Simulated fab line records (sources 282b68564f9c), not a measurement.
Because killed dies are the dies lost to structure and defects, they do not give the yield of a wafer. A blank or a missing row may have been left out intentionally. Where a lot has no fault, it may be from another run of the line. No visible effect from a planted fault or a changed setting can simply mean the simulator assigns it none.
Struck lot and sound lot, side by side    flow ritCmos    23 out of 202 route steps
Sound: the wafers L631.2, L631.3, L631.6. The struck wafers were L636.2, L636.3, L636.4. The cause comes at the end.
At each step with rows: each side's tool, then ch and its chambers, then its first start. Under that, the readings that differ: sound wafers    struck wafers    difference of the means    sigmas: that difference in standard deviations of wafers without a fault.
alike: readings with means less than 2 such deviations apart, plus words and numbers identical on both sides. not compared: withheld readings, readings lacking a value on some wafer, bounds such as >300 that could conceal the same value, and numbers that have no deviation in the record and whose values overlap.
Wherever a step has rows on one side only, a row that says differs or no value, or a row with sigmas, the two part there. Numbers that have no deviation but don't overlap get no sigmas and don't part them. Lack of a reading on every wafer of one side parts them only where that side has two or more wafers.

RIT_SDANNEAL_RS_MEAS_06: the measuring method here is four-point-probe.
  struck on filmMetro-04, day 5 08:27; sound on filmMetro-02, day 4 08:32
  alike: PLDD_RS
RIT_SDANNEAL_RS_MEAS_07: the measuring method here is four-point-probe.
  struck on filmMetro-04, day 5 08:34; sound on filmMetro-02, day 4 08:40
  alike: NLDD_RS
then, 1 step without rows for these wafers: RIT_SILICIDE_WET_ETCH_00 (etches SiO2 in BOE, target depth 14 nm, time 15 s).
RIT_SILICIDE_SPUTTER_01: material Ti, target thk 30 nm, time 240 s.
  struck on pvdSputter-02, day 5 08:41; sound on pvdSputter-04, day 4 08:46
  alike: chamberPressurePa, throttleValvePct
RIT_SILICIDE_RS_MEAS_02: the measuring method here is four-point-probe.
  struck on filmMetro-01, day 5 08:51; sound on filmMetro-01, day 4 08:56
  alike: SILICIDE_TI_RS
RIT_SILICIDE_THK_MEAS_03: measures by xrf.
  struck on filmMetro-01, day 5 08:58; sound on filmMetro-01, day 4 09:03
  alike: SILICIDE_TI_THK
RIT_SILICIDE_RTA_04: time 10 s, ramp up 5 s, ramp down 5 s.
  sound on rtpAnneal-01 ch 0, day 4 09:07; struck on rtpAnneal-02 ch 0, day 5 09:01
  alike: wafer_temp_C_max
then, 1 step without rows for these wafers: RIT_SILICIDE_WET_ETCH_05 (etches Ti in SPM, time 120 s).
RIT_SILICIDE_RTA_06: time 10 s, ramp up 5 s, ramp down 10 s.
  sound on rtpAnneal-02 ch 0, day 4 09:13; struck on rtpAnneal-01 ch 0, day 5 09:08
  alike: wafer_temp_C_max
RIT_CONTACT_CVD_00: deposits SiO2 from TEOS, target thk 400 nm, time 61 s.
  sound on pecvd-01 ch 0,1,2, day 4 09:17; struck on pecvd-04 ch 0,1,2, day 5 09:11
  alike: heaterPowerW
RIT_CONTACT_THK_MEAS_01:
  struck on filmMetro-02, day 5 09:15; sound on filmMetro-04, day 4 09:20
  alike: CONTACT_TEOS_THK
then, 1 step without rows for these wafers: RIT_CONTACT_HMDS_02 (prime time 60 s).
RIT_CONTACT_COAT_03: resist thk 1000 nm.
  sound on lithoTrack-03 ch 0, day 4 09:35; struck on lithoTrack-02 ch 0, day 5 09:29
reading                                      sound                 struck                difference  sigmas
spinSpeedRpm (rpm)                           3246.2 3249.5 3249.4  3336.6 3335.7 3338.4  +88.5       +37
model.NOVOLAK_of_CONTACT_COAT_03.thkNm (nm)  1004 1004 1002        988 987 987.6         -16         
  alike: dispensePressureKPa
then, 4 steps without rows for these wafers: RIT_CONTACT_SOFTBAKE_04 (time 60 s); RIT_CONTACT_EXPOSE_05 (exposes mask M11, target cd 1000 nm); RIT_CONTACT_PEB_06; RIT_CONTACT_DEVELOP_07 (develop time 120 s).
RIT_CONTACT_CD_MEAS_08 targets a cd of 1000 nm.
  struck on cdSem-01, day 5 10:17; sound on cdSem-01, day 4 10:25
  alike: cdNm
RIT_CONTACT_OVL_MEAS_09:
  struck on overlay-01, day 5 10:24; sound on overlay-02, day 4 10:31
  alike: CONTACT_OVL
then, 1 step without rows for these wafers: RIT_CONTACT_HARDBAKE_10 (time 60 s).
RIT_CONTACT_ETCH_11: etches SiO2 in CHF3/CF4/Ar, stops on TiSi2, target depth 480 nm, time 320 s.
  sound on rieDiel-02 ch 0,1,3, day 4 10:41; struck on rieDiel-04 ch 0,2,3, day 5 10:35
reading                                      sound              struck             difference  sigmas
model.NOVOLAK_of_CONTACT_COAT_03.thkNm (nm)  772.1 771.1 770.4  758.5 757.2 758.4  -13.2       
  alike: drypumpMotorCurrentA, oesProductAu, throttleValvePct
  not compared: rfHoursCounterH
RIT_CONTACT_STRIP_12: strips in O2, time 187.2 s.
  sound on plasmaAsher-03 ch 1, day 4 10:53; struck on plasmaAsher-03 ch 0,1, day 5 10:46
  alike: drypumpMotorCurrentA
  not compared: rfHoursCounterH
RIT_M1_PROBE_99:
  rows exist in the record for the sound wafers here (prober-01, day 4 15:37), none for the struck ones

== WHERE THEY PART ==
First at RIT_CONTACT_COAT_03; last, within this record, at RIT_M1_PROBE_99.

WHY: what the simulator had put in
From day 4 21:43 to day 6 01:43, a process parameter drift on lithoTrack-02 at RIT_CONTACT_COAT_03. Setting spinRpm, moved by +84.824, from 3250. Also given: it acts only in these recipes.
